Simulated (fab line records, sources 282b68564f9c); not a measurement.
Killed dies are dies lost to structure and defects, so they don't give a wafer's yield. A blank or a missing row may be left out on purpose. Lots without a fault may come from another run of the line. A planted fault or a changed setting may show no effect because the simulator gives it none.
A struck lot beside a sound one | flow rit_cmos | 17 steps out of a route of 202
Sound: wafers L535.1, L535.3, L535.5. Struck: wafers L539.1, L539.2, L539.4. The cause comes at the end.
At each step with rows: each side's tool, then ch and its chambers, then its first start. Under that, the readings that differ: sound wafers | struck wafers | difference of the means | sigmas: that difference in standard deviations of wafers without a fault.
alike: readings whose means differ by less than 2 such deviations, and words and numbers that are the same on both sides. not compared: withheld readings, readings that some wafer has no value for, bounds like >300 that may hide the same value, and numbers for which the record gives no deviation and whose values overlap.
The two part at a step that has a row with sigmas, a row that says differs or no value, or rows on one side only. Numbers that don't overlap but have no deviation are shown without sigmas and don't part them. A reading that every wafer of one side lacks parts them only if that side has two wafers or more.

first, 2 steps without rows for these wafers: RIT_NRETRO_HARDBAKE_07 (time 120 s); RIT_NRETRO_IMPLANT_08.
RIT_NRETRO_STRIP_09: strips in O2, time 180 s.
  sound on plasma_asher-02 ch 0,1, day 3 07:23; struck on plasma_asher-04 ch 0,1, day 4 02:46
  alike: drypump_motor_current_A
  not compared: rf_hours_counter_h
RIT_NRETRO_TW_MEAS_10:
  sound on film_metro-02, day 3 07:34; struck on film_metro-03, day 4 02:56
  reading   | sound          | struck         | difference | sigmas
  NRETRO_TW | 1046 1048 1047 | 1036 1031 1033 | -14        | -2
then, 2 steps without rows for these wafers: RIT_PRETRO_HMDS_00 (prime time 60 s); RIT_PRETRO_COAT_01 (resist thk 1300 nm).
RIT_PRETRO_SOFTBAKE_02: time 62.63 s.
  sound on litho_track-02 ch 0, day 3 08:03; struck on litho_track-04 ch 0, day 4 03:17
  alike: plate_sensor_t_centre_C, plate_sensor_t_edge_C
then, 3 steps without rows for these wafers: RIT_PRETRO_EXPOSE_03 (exposes mask M5, target cd 43700 nm); RIT_PRETRO_PEB_04; RIT_PRETRO_DEVELOP_05 (develop time 68 s).
RIT_PRETRO_OVL_MEAS_06:
  sound on overlay-01, day 3 08:38; struck on overlay-01, day 4 04:00
  alike: PRETRO_OVL
then, 1 step without rows for these wafers: RIT_PRETRO_HARDBAKE_07 (time 120 s).
RIT_PRETRO_IMPLANT_08:
  sound on implanter-03 ch 0, day 3 08:55; struck on implanter-03 ch 0, day 4 04:17
  reading            | sound                            | struck                        | difference | sigmas
  dose_ions_cm2      | 1.2016e+13 1.2043e+13 1.2007e+13 | 7.705e+12 7.678e+12 7.681e+12 | -4.334e+12 | -99 or more
  faraday_current_uA | 37.7 38.5 36.2                   | 23.8 25.0 24.0                | -13.2      | -17
RIT_PRETRO_STRIP_09: strips in O2, time 180 s.
  sound on plasma_asher-03 ch 0,1, day 3 09:04; struck on plasma_asher-01 ch 0,1, day 4 04:26
  reading                     | sound       | struck      | difference | sigmas
  drypump_motor_current_A (A) | 6.7 6.4 6.4 | 5.7 5.2 5.7 | -1.0       | -2
  not compared: rf_hours_counter_h
RIT_PRETRO_TW_MEAS_10:
  sound on film_metro-01, day 3 09:14; struck on film_metro-02, day 4 04:37
  reading   | sound       | struck      | difference | sigmas
  PRETRO_TW | 472 472 473 | 410 411 412 | -61        | -19
then, 1 step without rows for these wafers: RIT_GATE_WET_ETCH_00 (etches SiO2 in BOE, target depth 56 nm, time 60 s).
RIT_M1_PROBE_99:
  sound on prober-02, day 4 12:16; struck on prober-02, day 5 08:01
  reading                              | sound                | struck               | difference | sigmas
  model.etest.nmos_0p3.r_on_ohm_um     | 2197 2214 2200       | 2120 2128 2119       | -81        |
  model.etest.nmos_0p15.r_on_ohm_um    | 1163 1167 1163       | 1099 1134 1140       | -40        |
  model.etest.nmos_turned.drive_ua_um  | 314.4 314.6 316.3    | 369.5 357.3 357.1    | +46.2      |
  model.etest.nmos_0p15.drive_ua_um    | 452.7 463.4 450.1    | 480.4 476.1 470.7    | +20.3      |
  model.etest.nmos_0p3.drive_ua_um     | 220.1 221.6 218.6    | 235 234.4 233.8      | +14        |
  model.etest.nmos_narrow.drive_ua_um  | 219.1 214.4 214.2    | 236.3 233 232.3      | +18.0      |
  model.etest.nmos_0p15.off_log10_a_um | -10.24 -9.772 -10.07 | -9.245 -9.406 -9.376 | +0.685     |
  alike: killed_at_M0_to_M3, killed_at_front_end, killed_dies, killed_open, killed_short
  not compared: model.etest.ring.delay_ps

WHERE THEY PART
First at RIT_NRETRO_TW_MEAS_10; last, within this record, at RIT_PRETRO_TW_MEAS_10. Later steps at which nothing parts them and some readings are alike: RIT_M1_PROBE_99.

WHY: what the simulator had put in
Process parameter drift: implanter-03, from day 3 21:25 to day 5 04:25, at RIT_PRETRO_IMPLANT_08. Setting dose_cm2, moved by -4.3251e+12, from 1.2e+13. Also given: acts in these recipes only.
